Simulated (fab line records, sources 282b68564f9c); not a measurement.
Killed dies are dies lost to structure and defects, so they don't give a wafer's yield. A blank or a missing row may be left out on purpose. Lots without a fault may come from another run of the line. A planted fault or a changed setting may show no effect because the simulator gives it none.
fab line records | flow rit_cmos
record lots=7 wafers=21 last_day=7
route steps=202 shown ACTIVE@1
lots that met no fault: from a run of the same line without faults
start_h: hours from the record's first day to the start of the lot's first wafer shown | wait_h: hours since the lot's step before | " the same as in the row above | L1.1+2: a row that stands for several wafers | - no value, or no start given | * or withheld: withheld | < > ~ a bound
route shown NAME@n: a module of which the file shows steps, and the number in the route of the first | usual: mean/standard deviation of fault-free wafers | same: alike in all rows | chamber/n: place in a boat | sites: the reading at each site | _std_site: their standard deviation | _edge_site: outer sites' mean less inner sites' | radius_mm: how far each site lies from the wafer's centre | mask NAME#n: copy n | behind: the tool/chamber that last shaped the wafer | hold: why the lot was held/for how many hours/how that ended | device: the transistor (n, p or np) that didn't switch | end of line: the same wafers' tests at the end of the route | a step without rows: its recipe alone | killed: dies lost to structure and defects at the first sort, not the wafer's yield | map: a wafer's dies, x killed, . not, _ none there
set.NAME: the setting as run; set.NAME@STEP: as run at that earlier step | model.NAME: the simulator's own value behind a step, which no gauge read
lots at some steps of the route; a table a step, a row a wafer
services: from which hour (start_h, from the record's first day; less than 0 if before it) a tool's chamber was out of use, for how many hours, and why
## steps
# step RIT_ACTIVE_BOW_MEAS_00
# recipe mode=bow
# usual INCOMING_BOW=0/6.7
# columns lot.wafer tool chamber start_h wait_h INCOMING_BOW[um]
L831.1 film_metro-04 - 40.00 - 1
L831.5 " - " " -3
L831.6 " - " " -1
L836.1 film_metro-03 - 65.00 - -7
L836.2 " - " " -12
L836.3 " - " " 5
L837.1 film_metro-02 - 70.00 - 0
L837.3 " - " " 7
L837.5 " - " " 3
L838.1 film_metro-04 - 75.00 - -1
L838.2 " - " " 3
L838.4 " - " " 3
L846.1 film_metro-04 - 115.00 - 2
L846.2 " - " " -11
L846.6 " - " " 1
L847.1 film_metro-03 - 120.00 - 13
L847.2 " - " " 4
L847.5 " - " " 11
L848.3 film_metro-02 - 125.04 - 4
L848.4 " - " " 2
L848.5 " - " " 1
# step RIT_ACTIVE_OXIDATION_01
# recipe temp_c=1000 ambient=O2 target_thk_a=468 ox_time_s=3360
# usual ox_temp_c=1000.0/0.49 ox_temp_c_max=1005.9/1.2 spike_tc_source_C=1024.2/2.3 tube_center_temp_C=1000/0.084 zone_power_source_pct=32.7/2.3
# columns lot.wafer tool chamber start_h wait_h ox_temp_c ox_temp_c_max spike_tc_source_C tube_center_temp_C zone_power_source_pct
L831.1 furnace-02 0 40.12 0.1 999.9 1004.1 1021.7 1000.1 29.4
L831.5 " 0 " " 1000.1 1005.3 1022.2 1000.1 29.8
L831.6 " 0 " " 1000.0 1005.9 1021.2 1000 29.6
L836.1 furnace-04 - 65.12 0.1 - - - - -
L836.2 " - " " - - - - -
L836.3 " - " " - - - - -
L837.1 furnace-01 - 70.12 0.1 - - - - -
L837.3 " - " " - - - - -
L837.5 " - " " - - - - -
L838.1 furnace-04 - 75.12 0.1 - - - - -
L838.2 " - " " - - - - -
L838.4 " - " " - - - - -
L846.1 furnace-04 0 115.12 0.1 999.7 1006.8 1027.3 1000.1 35.2
L846.2 " 0 " " 1000.3 1006.9 1029.1 1000 35.9
L846.6 " 0 " " 1000.3 1005.1 1026.6 1000.1 35.8
L847.1 furnace-02 0 120.12 0.1 1000.1 1005.4 1022.7 1000 29.9
L847.2 " 0 " " 999.8 1004.7 1021.7 1000.3 29.0
L847.5 " 0 " " 1001.1 1006.4 1021.9 999.94 29.6
L848.3 furnace-01 0 125.12 0.1 999.8 1005.8 1022.7 999.88 32.5
L848.4 " 0 " " 999.6 1005.0 1024.4 999.92 32.4
L848.5 " 0 " " 999.9 1005.9 1025.8 999.9 32.6
# step RIT_ACTIVE_CVD_03
# recipe material=Si3N4 target_thk_nm=150 temp_c=810 precursor=SiH2Cl2/NH3 time_s=1500 pressure_mtorr=300 sih2cl2_flow_sccm=60 nh3_flow_sccm=150
## services
# columns tool chamber start_h hours kind
furnace-01 - 85.35 3.3 pm
furnace-04 - 93.87 4.0 pm
furnace-02 - 104.22 4.5 pm
furnace-04 - 109.31 3.3 pm
## key
first_sign step=RIT_ACTIVE_OXIDATION_01 reading=tool_record direction=missing
effect none on later readings
met_at RIT_ACTIVE_OXIDATION_01
struck_wafers L836.1,L836.2,L836.3,L837.1,L837.3,L837.5,L838.1,L838.2,L838.4
later_rows_left_out L836.1,L836.2,L836.3,L837.1,L837.3,L837.5,L838.1,L838.2,L838.4
sort_left_out L836.1,L836.2,L836.3,L837.1,L837.3,L837.5,L838.1,L838.2,L838.4
tester_left_out L836,L837,L838
fault kind=skipped_step_whole tool=furnace-01,furnace-04 chamber=- onset_h=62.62 steps=RIT_ACTIVE_OXIDATION_01 scope=struck_lots_only
# tester_left_out: of these lots the tester's yield and bins aren't shown, on N5 and GAA mostly nor the transistor test; their killed dies are dies lost to structure and defects alone, not to doping, threshold or leakage, so they don't give the yield
# sort_left_out: the simulated sort isn't trusted on such a fault, so these wafers' sort isn't shown, and their yield isn't known
# later_rows_left_out: the simulator's readings of these wafers behind a module that went badly wrong aren't trusted and aren't shown, but for the sort
